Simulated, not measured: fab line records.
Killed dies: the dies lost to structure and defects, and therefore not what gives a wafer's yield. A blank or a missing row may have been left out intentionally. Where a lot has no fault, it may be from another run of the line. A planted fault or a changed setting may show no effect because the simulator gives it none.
A lot that was struck, set against a sound lot	flow rit-cmos	17 steps out of a route of 202
Sound: these wafers, L310.2, L310.3, L310.6. Struck: wafer L323.5. (L323.2, L323.6 of the same lot were not struck and are left out.) The cause comes at the end.
Per side, at each step with rows, come the tool, then ch with its chambers, and then its first start. Under that, the readings that differ: sound wafers	struck wafers	difference of the means	sigmas: that difference in standard deviations of wafers without a fault.
alike: a reading whose means differ by less than 2 such deviations, as well as words and numbers matching on both sides. not compared: withheld readings; readings where some wafer has no value; bounds like >300 that might hide an equal value; numbers whose values overlap and for which the record gives no deviation.
The two part at a step that has a row with sigmas, a row that says differs or no value, or rows on one side only. When numbers do not overlap yet have no deviation, they are printed without sigmas and do not part them. A reading that every wafer of one side lacks parts them only if that side has two wafers or more.

first, 1 step without rows for these wafers: RIT_PSD_IMPLANT_08.
RIT_PSD_STRIP_09: strips in O2, time 180 s.
  sound on plasma-asher-02 ch 1, day 4 11:49; struck on plasma-asher-02 ch 1, day 7 19:55
  alike: drypump-motor-current-A
  not compared: rf-hours-counter-h
RIT_PSD_TW_MEAS_10:
  sound on film-metro-02 at day 4 12:01; struck on film-metro-04 at day 7 20:06
  alike: PSD_TW
then, 3 steps without rows for these wafers: RIT_SDANNEAL_CLEAN_00 (cleans in SC1, time 600 s); RIT_SDANNEAL_CLEAN_01 (cleans in dHF, time 30 s); RIT_SDANNEAL_CLEAN_02 (cleans in SC2, time 600 s).
RIT_SDANNEAL_RTA_03: time 5 s.
  sound on rtp-anneal-02 ch 0, day 4 12:26; struck on rtp-anneal-01 ch 0, day 7 20:32
  alike: wafer_temp_C_max
RIT_SDANNEAL_RS_MEAS_04: the measuring method here is four-point-probe.
  sound on film-metro-02 at day 4 12:30; struck on film-metro-04 at day 7 20:36
  alike: PSD_RS
RIT_SDANNEAL_RS_MEAS_05: the measuring method here is four-point-probe.
  sound on film-metro-02 at day 4 12:37; struck on film-metro-04 at day 7 20:43
  alike: NSD_RS
RIT_SDANNEAL_RS_MEAS_06: the measuring method here is four-point-probe.
  sound on film-metro-02 at day 4 12:44; struck on film-metro-04 at day 7 20:50
reading	sound	struck	difference	sigmas
PLDD_RS (ohm/sq)	177.8 178.6 177.8	179.5	+1.4	+3
RIT_SDANNEAL_RS_MEAS_07: the measuring method here is four-point-probe.
  sound on film-metro-02 at day 4 12:52; struck on film-metro-04 at day 7 20:58
reading	sound	struck	difference	sigmas
NLDD_RS (ohm/sq)	151.0 151.1 150.5	151.9	+1.0	+2
then, 1 step without rows for these wafers: RIT_SILICIDE_WET_ETCH_00 (etches SiO2 in BOE, target depth 14 nm, time 15 s).
RIT_SILICIDE_SPUTTER_01: material Ti, target thk 30 nm, time 246.8 s.
  sound on pvd-sputter-03 at day 4 12:58; struck on pvd-sputter-04 at day 7 21:04
reading	sound	struck	difference	sigmas
model.Ti_of_SILICIDE_SPUTTER_01.thk-nm (nm)	30.67 30.51 30.51	32.59	+2.03	
  alike: throttle-valve-pct
RIT_SILICIDE_RS_MEAS_02: the measuring method here is four-point-probe.
  sound on film-metro-04 at day 4 13:08; struck on film-metro-02 at day 7 21:14
reading	sound	struck	difference	sigmas
SILICIDE_TI_RS (ohm/sq)	46.7 46.9 46.9	43.2	-3.6	-6
RIT_SILICIDE_THK_MEAS_03: measures by xrf.
  sound on film-metro-04 at day 4 13:15; struck on film-metro-02 at day 7 21:21
reading	sound	struck	difference	sigmas
SILICIDE_TI_THK (nm)	30.2 30.1 30.2	32.5	+2.3	+7
RIT_SILICIDE_RTA_04: time 10 s, ramp up 5 s, ramp down 5 s.
  sound on rtp-anneal-01 ch 0, day 4 13:19; struck on rtp-anneal-02 ch 0, day 7 21:25
reading	sound	struck	difference	sigmas
wafer_temp_C_max	652.0 652.1 652.0	654.8	+2.8	+3
RIT_M1_PROBE_99:
  sound on prober-02 at day 4 20:14; struck on prober-01 at day 8 04:10
reading	sound	struck	difference	sigmas
model.etest.contact-pplus.end-ohm-um	46.09 44.95 45.62	49.76	+4.21	
model.etest.contact-nplus.end-ohm-um	42.25 42.48 41.34	43.83	+1.81	
model.etest.npoly-line.rs-ohm-sq	16.86 16.85 16.88	16.02	-0.84	
model.etest.ppoly-line.rs-ohm-sq	16.3 16.21 16.33	15.66	-0.62	
model.etest.npoly-sal.rs-ohm-sq	4.31 4.276 4.312	4.062	-0.237	
model.etest.ppoly-sal.rs-ohm-sq	4.268 4.264 4.278	4.051	-0.219	
model.etest.pplus-sal.rs-ohm-sq	4.271 4.267 4.258	4.055	-0.210	
model.etest.nplus-sal.rs-ohm-sq	4.238 4.242 4.263	4.039	-0.209	
  alike: killed-at-front-end, killed-dies, killed-open, killed-short

WHERE THEY PART
At RIT_SDANNEAL_RS_MEAS_06 first; at RIT_SILICIDE_RTA_04 last (within this record only). Later steps at which nothing parts them and some readings are alike: RIT_M1_PROBE_99.

WHY: whatever the simulator had introduced
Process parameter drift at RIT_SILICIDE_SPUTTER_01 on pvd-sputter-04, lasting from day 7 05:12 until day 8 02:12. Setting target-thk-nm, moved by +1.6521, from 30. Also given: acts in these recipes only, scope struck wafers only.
